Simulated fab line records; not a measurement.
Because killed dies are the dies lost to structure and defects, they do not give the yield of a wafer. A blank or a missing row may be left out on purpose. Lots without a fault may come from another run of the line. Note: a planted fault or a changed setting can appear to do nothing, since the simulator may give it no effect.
The tool behind it: which one?	flow rit-cmos	Sampling: 6 lots, 18 wafers, 2 of 202 route steps

## WHAT EACH GAUGE READ, for each wafer
RIT_CONTACT_CD_MEAS_08: the cd target is 1000 nm.
lot	measured	on	cd-nm (nm)
L404	day 3 07:56	cd-sem-02	997.8 997.9 999.0
L407	day 4 02:01	cd-sem-01	998.1 997.9 998.6
L411	day 5 05:34	cd-sem-02	1148.2 1149.6 1148.7
L420	day 6 18:09	cd-sem-01	998.3 997.9 1000.7
L422	day 7 02:47	cd-sem-02	998.3 998.2 1001.1
L424	day 7 12:04	cd-sem-01	1002.3 998.7 999.9

## TOOL THAT RAN EACH LOT (tool first, then ch and the chambers of the sampled wafers, then the start)
lot	RIT_CONTACT_EXPOSE_05
L404	iline-stepper-01 ch 0, day 3 07:26
L407	iline-stepper-01 ch 0, day 4 01:30
L411	iline-stepper-01 ch 0, day 5 05:02
L420	iline-stepper-02 ch 0, day 6 17:38
L422	iline-stepper-02 ch 0, day 7 02:16
L424	iline-stepper-01 ch 0, day 7 11:33
- RIT_CONTACT_EXPOSE_05: exposes mask M11, target cd 1000 nm.

## THE ANSWER, worked out from the rows above alone
Rule: usual is defined by the lots themselves. The widest of any qualifying gaps counts: lots, ordered by their means at a reading, are off when they make up no more than a third of the lots, leave a main group of 4 or more, and stand apart from it by 3 or more times the standard deviation of that group's means. If all means in a main group match to the digits the tables above print for the reading, that group is not used. Also off: a lot with no number at a reading for which 4 or more lots have one. The other lots that the step has rows for count as sound.
Off at RIT_CONTACT_CD_MEAS_08 (cd-nm): L411. The main group: mean 999.0 nm, standard deviation 0.77.
A tool fits if, at a process step before that reading, it ran every lot that is off, and no sound lot after the first of them. The gauges at RIT_CONTACT_CD_MEAS_08 are tried like those tools. No candidate that was tried fits.

## WHAT THE SIMULATOR HAD PUT IN
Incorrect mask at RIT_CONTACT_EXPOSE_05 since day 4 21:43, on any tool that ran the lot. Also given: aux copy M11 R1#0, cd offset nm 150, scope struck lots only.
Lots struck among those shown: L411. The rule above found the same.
